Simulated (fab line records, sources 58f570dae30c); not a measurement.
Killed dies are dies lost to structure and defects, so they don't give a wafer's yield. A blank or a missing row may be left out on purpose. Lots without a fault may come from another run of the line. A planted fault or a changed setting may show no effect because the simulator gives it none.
Problem report in the 8D (eight disciplines) form, filled by code | flow berkeley_cmos170 | the parts of the form that need people (team, actions taken, sign-off) are left out

1. THE PROBLEM
PLDD_TW at UCB170_PLDD_TW_MEAS_11 reads a mean of 30 on 6 wafers of 2 lots; wafers without a fault read 1007 with a standard deviation of 6.5. That is -99 or more standard deviations from the usual mean.
First seen on wafer L430.2, day 7 01:19, on film_metro-02. The record holds 42 wafers of 14 lots with a number at this step. Rule for "out", or "out of limits": more than 4 standard deviations from the usual mean. The other wafers with a number count as sound.

2. WHAT IT IS AND WHAT IT IS NOT
question                    | is                           | is not
which readings at this step | PLDD_TW                      | -
which lots                  | L430, L433                   | L428, L429, L431, L434, L438, L440, L441, L442, L444, L445, L449, L451
which wafers of those lots  | all that have a number       | -
read on which gauges        | film_metro-02, film_metro-03 | film_metro-01
when                        | from day 7 01:19             | up to then (9 sound wafers); but 27 sound wafers of L434, L438, L440, L441, L442, L444, L445, L449, L451 came after

3. SUSPECTS, AND WHAT RULES EACH OUT
Counting: a tool at a process step up to the reading stays a suspect if it ran every lot that is out and no sound lot after the first of them.
- the gauge at UCB170_PLDD_TW_MEAS_11: ruled out. The wafers that are out were read on 2 gauges (film_metro-02, film_metro-03).
- litho_track-02 at UCB170_PLDD_DEVELOP_05 (develop time 45 s): ruled out as a lasting fault. Sound lots L449 ran on it after its first lot that is out, L430 (day 7 00:00).
Left after counting: nothing in the record.

4. THE CAUSE (what the simulator had put in)
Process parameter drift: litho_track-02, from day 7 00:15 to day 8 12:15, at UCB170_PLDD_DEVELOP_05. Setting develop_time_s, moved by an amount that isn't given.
Counting ruled it out, wrongly: the rule takes a fault to strike every lot that its tool runs from its start on, and this one did not.

5. THE CHAIN OF EFFECTS, in route order
Each row: a reading whose mean over the struck wafers that have a number lies more than 3 standard deviations from the usual. Only readings for which the record gives a usual standard deviation are gone through. hours: the time from each lot's start at the first step in this table that gives one to its start at this step, as a median over the lots. sigmas: the change in usual standard deviations.
hours | step                   | reading | usual | on struck wafers | change | sigmas
0     | UCB170_PLDD_TW_MEAS_11 | PLDD_TW | 1007  | 30               | -977   | -99 or more
Later measuring or inspecting steps at which every struck wafer that the step has a row for has a number for every such reading, and none has moved that far: UCB170_PSD_CD_MEAS_06.

6. WHAT WOULD HAVE CAUGHT IT SOONER
In this record the first reading out of limits at a measuring or inspecting step was taken at day 7 01:19, 1 hour after the fault began at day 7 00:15.
